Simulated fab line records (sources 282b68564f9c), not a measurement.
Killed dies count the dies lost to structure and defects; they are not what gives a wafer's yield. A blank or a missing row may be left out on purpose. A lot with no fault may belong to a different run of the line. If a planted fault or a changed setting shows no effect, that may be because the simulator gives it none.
Which of the tools did it?	flow rit_cmos	14 lots, 41 wafers sampled, at 3 steps of a route of 202

WHAT EACH GAUGE READ, for each wafer
RIT_PLDD_TW_MEAS_10. Usual: PLDD_TW typically reads 2340, with standard deviation 9.9.
lot	measured	on	PLDD_TW	flag
L383	day 2 22:27	film_metro-03	2347 2348 2352	
L384	day 3 06:30	film_metro-04	2333 2346 2334	
L385	day 3 11:49	film_metro-04	2336 2349 2339	
L386	day 3 18:33	film_metro-04	2331 2347 2329	
L387	day 3 22:59	film_metro-03	2730 2732 2729 2722	OFF
L389	day 4 07:29	film_metro-03	2736 2731 2727 2733 2736 2740	OFF
L391	day 4 20:32	film_metro-03	2333 2328 2347	
L398	day 6 03:10	film_metro-04	2363 2362 2351	
L399	day 6 05:46	film_metro-02	2347 2349 2347	
L400	day 6 13:45	film_metro-02	2352 2343 2352	
L402	day 6 23:52	film_metro-02	2343 2330 2350	
L403	day 7 02:21	film_metro-02	2330 2321 2323	
L404	day 7 09:35	film_metro-03	2340 2348 2330	
L406	day 7 16:57	film_metro-04	2348 2338 2344	

RIT_SDANNEAL_RS_MEAS_06: measurement is done with a four-point probe. Usual: PLDD_RS typically reads 178.4 ohm/sq, with standard deviation 0.47.
lot	measured	on	PLDD_RS (ohm/sq)	flag
L383	day 3 04:38	film_metro-04	178.0 178.3 178.3	
L384	day 3 12:55	film_metro-04	178.2 177.7 178.3	
L385	day 3 18:12	film_metro-02	177.8 178.4 178.2	
L386	day 4 00:48	film_metro-04	178.5 178.3 178.1	
L387	day 4 14:01	film_metro-03	152.1 151.6 151.8 151.9	OFF
L389	day 4 16:34	film_metro-02	151.5 151.0 151.1 151.6 151.0 151.4	OFF
L391	day 5 02:53	film_metro-04	178.5 178.5 178.5	
L398	day 6 10:20	film_metro-02	177.7 177.9 178.8	
L399	day 6 12:15	film_metro-03	179.2 179.4 179.4	
L400	day 6 19:51	film_metro-03	179.2 178.8 179.0	
L402	day 7 06:14	film_metro-03	178.9 179.1 179.1	
L403	day 7 08:41	film_metro-02	177.8 178.3 177.6	
L404	day 7 15:50	film_metro-04	178.6 178.6 178.9	
L406	day 7 23:11	film_metro-02	178.5 178.5 178.2	

WHICH TOOL RAN EACH LOT (tool, then ch and the chambers of the sampled wafers, then the start)
lot	RIT_PLDD_IMPLANT_08
L383	implanter-04 ch 0, day 2 22:07
L384	implanter-02 ch 0, day 3 06:11
L385	implanter-02 ch 0, day 3 11:31
L386	implanter-04 ch 0, day 3 18:14
L387	implanter-03 ch 0, day 3 22:05
L389	implanter-04 ch 0, day 4 06:51
L391	implanter-03 ch 0, day 4 20:13
L398	implanter-02 ch 0, day 6 02:50
L399	implanter-03 ch 0, day 6 05:26
L400	implanter-03 ch 0, day 6 13:26
L402	implanter-03 ch 0, day 6 23:33
L403	implanter-03 ch 0, day 7 02:02
L404	implanter-02 ch 0, day 7 09:16
L406	implanter-04 ch 0, day 7 16:38
- RIT_PLDD_IMPLANT_08

AS READ BY THE TOOLS THEMSELVES (means over the sampled wafers that have a number; for cases with no such wafer, the mark the record gives instead)
The record holds no such reading with a usual standard deviation.

THE ANSWER, worked out from the rows above alone
Rule: take the mean of a lot's wafers that have a number; if it is more than 3 standard deviations from the usual mean, the lot is off. Also off: a lot with no number at a reading for which 4 or more lots have one. The other lots that the step has rows for count as sound. After the gauges, taken in route order, come the tools' own readings; for these a lot's mean is taken, as printed above. At the first step where some lot is off, the reading lying furthest off is the one used; lots without a number count as furthest.
Off: L387, L389, seen at RIT_PLDD_TW_MEAS_10 (PLDD_TW).
If a tool, at a process step before that reading, ran all the lots that are off and no sound lot after the first of them, it fits. Gauges at RIT_PLDD_TW_MEAS_10: tried the same way as those tools. No candidate that was tried fits.

WHAT THE SIMULATOR HAD PUT IN
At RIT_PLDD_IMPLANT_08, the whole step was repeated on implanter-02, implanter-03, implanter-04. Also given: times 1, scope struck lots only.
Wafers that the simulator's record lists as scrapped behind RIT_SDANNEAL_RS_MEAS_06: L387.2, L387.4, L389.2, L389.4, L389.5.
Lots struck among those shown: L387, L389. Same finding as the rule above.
